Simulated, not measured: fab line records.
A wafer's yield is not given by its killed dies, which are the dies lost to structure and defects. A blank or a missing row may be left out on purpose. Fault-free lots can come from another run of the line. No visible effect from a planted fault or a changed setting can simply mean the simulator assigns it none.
Which tool is to blame? + flow berkeley_cmos170 + 21 wafers sampled from 7 lots at 1 step of a route of 331

WHAT THE GAUGES SHOWED, per wafer
UCB170_START_BOW_MEAS_00.
| lot  | measured    | on            | INCOMING_BOW (um) |
|------|-------------|---------------|-------------------|
| L519 | day 1 20:01 | film_metro-02 | -4 -8 8           |
| L521 | day 2 06:04 | film_metro-01 | 4 -3 11           |
| L524 | day 2 21:01 | film_metro-02 | -8 -2 -7          |
| L526 | day 3 07:00 | film_metro-02 | -4 1 5            |
| L533 | day 4 18:04 | film_metro-02 | -2 -4 1           |
| L536 | day 5 09:00 | film_metro-02 | 1 -13 -5          |
| L539 | day 6 00:00 | film_metro-02 | 0 -9 -10          |

EACH LOT AND THE TOOL THAT RAN IT (in order: tool; ch and the chambers of the sampled wafers; start)
There is no process step in the record ahead of these readings.

THE ANSWER, worked out from the rows above alone
Rule: the lots themselves supply what counts as usual. The widest of any qualifying gaps counts: lots, ordered by their means at a reading, are off when they make up no more than a third of the lots, leave a main group of 4 or more, and stand apart from it by 3 or more times the standard deviation of that group's means. Not used: any main group whose means are identical at the precision the tables above print for the reading. Also off: a lot with no number at a reading for which 4 or more lots have one. All remaining lots with rows at the step are treated as sound.
No lot is off on any of the readings shown, so nothing can be concluded from this.

WHAT WAS PUT IN BY THE SIMULATOR
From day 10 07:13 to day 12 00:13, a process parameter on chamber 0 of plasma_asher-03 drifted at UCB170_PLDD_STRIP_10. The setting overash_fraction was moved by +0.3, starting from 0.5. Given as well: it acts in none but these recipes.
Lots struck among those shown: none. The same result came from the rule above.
